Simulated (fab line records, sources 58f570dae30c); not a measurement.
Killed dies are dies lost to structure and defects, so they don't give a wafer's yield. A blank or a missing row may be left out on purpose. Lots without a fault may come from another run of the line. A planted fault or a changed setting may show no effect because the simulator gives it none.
One fault seen from 2 desks | flow berkeley_cmos170 | each desk has only its own numbers; what lay behind them comes last

THE TOOL OWNER'S DESK: litho_track-02
The tool's own readings at UCB170_M2_HMDS_04 (prime time 60 s): means of the sampled wafers that have a number, for each lot that ran on this tool. A lot is out of limits, marked OUT, if its mean lies more than 4 standard deviations from the usual mean; the brackets give that distance.
Columns: A = exhaust_pa at UCB170_M2_HMDS_04, usual 44.8 Pa; B = prime_temp_c at UCB170_M2_HMDS_04, usual 99.99 C
lot  | first seen here | A    | B
L891 | day 7 06:15     | 45.7 | 100.02
L890 | day 7 06:45     | 45.9 | 99.97
L892 | day 7 10:37     | 43.8 | 100.16
L900 | day 9 08:31     | 45.4 | 95.33 (-33) OUT
L903 | day 10 03:52    | 45.6 | 95.26 (-34) OUT
This desk's finding: out of limits on L900, L903; first on L900, day 9 08:31 (prime_temp_c at UCB170_M2_HMDS_04). In limits: L891, L890, L892.

THE METROLOGY DESK
What the gauges read, lot by lot, whatever tool the lot ran on: means of the sampled wafers that have a number. A lot is out of limits, marked OUT, if its mean lies more than 4 standard deviations from the usual mean; the brackets give that distance.
Columns: A = PWELL_OVL at UCB170_PWELL_OVL_MEAS_13, usual -2 nm; B = M3_BOW at UCB170_M3_BOW_MEAS_20, usual 35 um
lot  | first seen here | A   | B
L891 | day 2 22:17     | 1   | 38
L890 | day 2 22:32     | -2  | 31
L892 | day 3 07:31     | -6  | 29
L900 | day 5 02:31     | -6  | 37
L903 | day 5 19:50     | -1  | 30
L905 | day 6 05:51     | -12 | 37
L907 | day 6 15:21     | -2  | 35
L909 | day 6 21:50     | 0   | 28
L910 | day 7 00:55     | -1  | 39
L912 | day 7 15:26     | -10 | 38
L913 | day 8 02:00     | -8  | 34
This desk's finding: nothing out of limits on any of the 11 lots.

PUT TOGETHER
The tool owner's desk could have raised an alarm at day 9 08:31, on L900, L903.
The metrology desk saw nothing out of limits.
The metrology desk has L900, L903 on record, within its limits.
Of the lots named, all ran UCB170_M2_HMDS_04 on litho_track-02.

WHAT THE SIMULATOR HAD PUT IN
Process parameter drift: litho_track-02, from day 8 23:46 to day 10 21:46, at UCB170_M2_HMDS_04. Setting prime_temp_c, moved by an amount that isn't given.
Lots struck among those shown: L900, L903.
Hours from the fault's start to each desk's first reading out of limits: the tool owner's desk, 9.
